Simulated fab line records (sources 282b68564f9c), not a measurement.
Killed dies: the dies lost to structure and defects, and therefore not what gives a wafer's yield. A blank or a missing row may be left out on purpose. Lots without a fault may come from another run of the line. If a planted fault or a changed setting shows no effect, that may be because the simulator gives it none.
What tool caused it? + flow rit-cmos + 14 lots, 42 wafers sampled, at 2 steps of a route of 202

WHAT EACH GAUGE READ, for each wafer
RIT_SDANNEAL_RS_MEAS_06: the measuring method here is four-point-probe.
| lot  | measured    | on            | PLDD_RS (ohm/sq)  |
|------|-------------|---------------|-------------------|
| L943 | day 3 00:56 | film-metro-03 | 177.1 177.5 177.7 |
| L944 | day 3 06:25 | film-metro-02 | 176.8 177.3 176.8 |
| L945 | day 3 13:10 | film-metro-03 | 178.2 177.8 177.8 |
| L946 | day 3 18:23 | film-metro-02 | 177.0 177.1 176.9 |
| L947 | day 4 01:25 | film-metro-02 | 177.6 177.1 177.6 |
| L948 | day 4 03:47 | film-metro-02 | 176.6 176.6 177.0 |
| L949 | day 4 06:44 | film-metro-02 | 176.5 176.5 176.0 |
| L950 | day 4 13:47 | film-metro-02 | 177.4 177.2 177.4 |
| L951 | day 4 18:26 | film-metro-03 | 177.0 177.1 177.3 |
| L955 | day 5 16:47 | film-metro-02 | 175.8 176.3 176.6 |
| L959 | day 6 14:54 | film-metro-02 | 176.4 176.9 176.5 |
| L960 | day 6 19:37 | film-metro-01 | 174.2 174.2 173.6 |
| L961 | day 7 00:56 | film-metro-03 | 173.8 174.1 173.9 |
| L965 | day 8 03:32 | film-metro-03 | 176.8 176.6 177.1 |

WHAT TOOL EACH LOT RAN ON (gives the tool, then ch and the chambers of the sampled wafers, and finally the start)
| lot  | RIT_PLDD_IMPLANT_08            |
|------|--------------------------------|
| L943 | implanter-03 ch 0, day 2 18:20 |
| L944 | implanter-02 ch 0, day 2 23:37 |
| L945 | implanter-02 ch 0, day 3 05:35 |
| L946 | implanter-03 ch 0, day 3 11:22 |
| L947 | implanter-04 ch 0, day 3 18:35 |
| L948 | implanter-04 ch 0, day 3 20:58 |
| L949 | implanter-02 ch 0, day 4 00:03 |
| L950 | implanter-03 ch 0, day 4 07:14 |
| L951 | implanter-03 ch 0, day 4 11:49 |
| L955 | implanter-03 ch 0, day 5 08:59 |
| L959 | implanter-03 ch 0, day 6 05:39 |
| L960 | implanter-03 ch 0, day 6 09:11 |
| L961 | implanter-03 ch 0, day 6 16:20 |
| L965 | implanter-04 ch 0, day 7 13:16 |
- RIT_PLDD_IMPLANT_08

WHAT THE TOOLS THEMSELVES READ (means of the sampled wafers that have a number; where no wafer has one, the mark that the record gives instead)
RIT_PLDD_IMPLANT_08.
| lot  | tool         | beam-energy-keV | beam-on-s (s) |
|------|--------------|-----------------|---------------|
| L943 | implanter-03 | 20.003          | 9.93          |
| L944 | implanter-02 | 19.997          | 10.04         |
| L945 | implanter-02 | 20.000          | 10.08         |
| L946 | implanter-03 | 20.006          | 9.95          |
| L947 | implanter-04 | 20.005          | 9.95          |
| L948 | implanter-04 | 20.000          | 10.14         |
| L949 | implanter-02 | 19.994          | 9.96          |
| L950 | implanter-03 | 19.999          | 10.09         |
| L951 | implanter-03 | 20.004          | 9.84          |
| L955 | implanter-03 | 20.003          | 9.94          |
| L959 | implanter-03 | 19.990          | 9.92          |
| L960 | implanter-03 | 20.897          | 9.91          |
| L961 | implanter-03 | 20.896          | 9.89          |
| L965 | implanter-04 | 19.989          | 9.91          |

THE ANSWER, worked out from the rows above alone
Rule: usual is defined by the lots themselves. The widest of any qualifying gaps counts: lots, ordered by their means at a reading, are off when they make up no more than a third of the lots, leave a main group of 4 or more, and stand apart from it by 3 or more times the standard deviation of that group's means. If all means in a main group match to the digits the tables above print for the reading, that group is not used. A lot without any number at a reading at which 4 lots or more have one is off too. The other lots that the step has rows for count as sound. The gauges are gone through in route order, then the tools' own readings, and for those a lot's mean is taken as printed above. At the first step where some lot is off, the reading lying furthest off is the one used; lots without a number count as furthest.
Off: L960, L961, at RIT_SDANNEAL_RS_MEAS_06 (PLDD_RS). Main group: mean 177.0 ohm/sq, sd 0.47.
A tool fits if, at a process step before that reading, it ran every lot that is off, and no sound lot after the first of them. Not tried: the gauges at RIT_SDANNEAL_RS_MEAS_06; whatever is off there is also off at RIT_PLDD_IMPLANT_08, on other tools, and gauge error can't account for it. One fits: RIT_PLDD_IMPLANT_08 on implanter-03. A fault onset in the window from L959 (day 6 05:39, its last sound lot) to L960 (day 6 09:11, its first lot off) fits.
On the lots that are off, the tool's own readings at RIT_PLDD_IMPLANT_08 differ by more than 5 times the standard deviation of the sound lots' means, which bears it out; beam-energy-keV reads 20.896 there versus 19.999 on the sound lots.

WHAT THE SIMULATOR PUT IN
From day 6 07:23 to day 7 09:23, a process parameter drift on implanter-03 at RIT_PLDD_IMPLANT_08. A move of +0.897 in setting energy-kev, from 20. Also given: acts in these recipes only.
Lots struck among those shown: L960, L961. Same finding as the rule above.
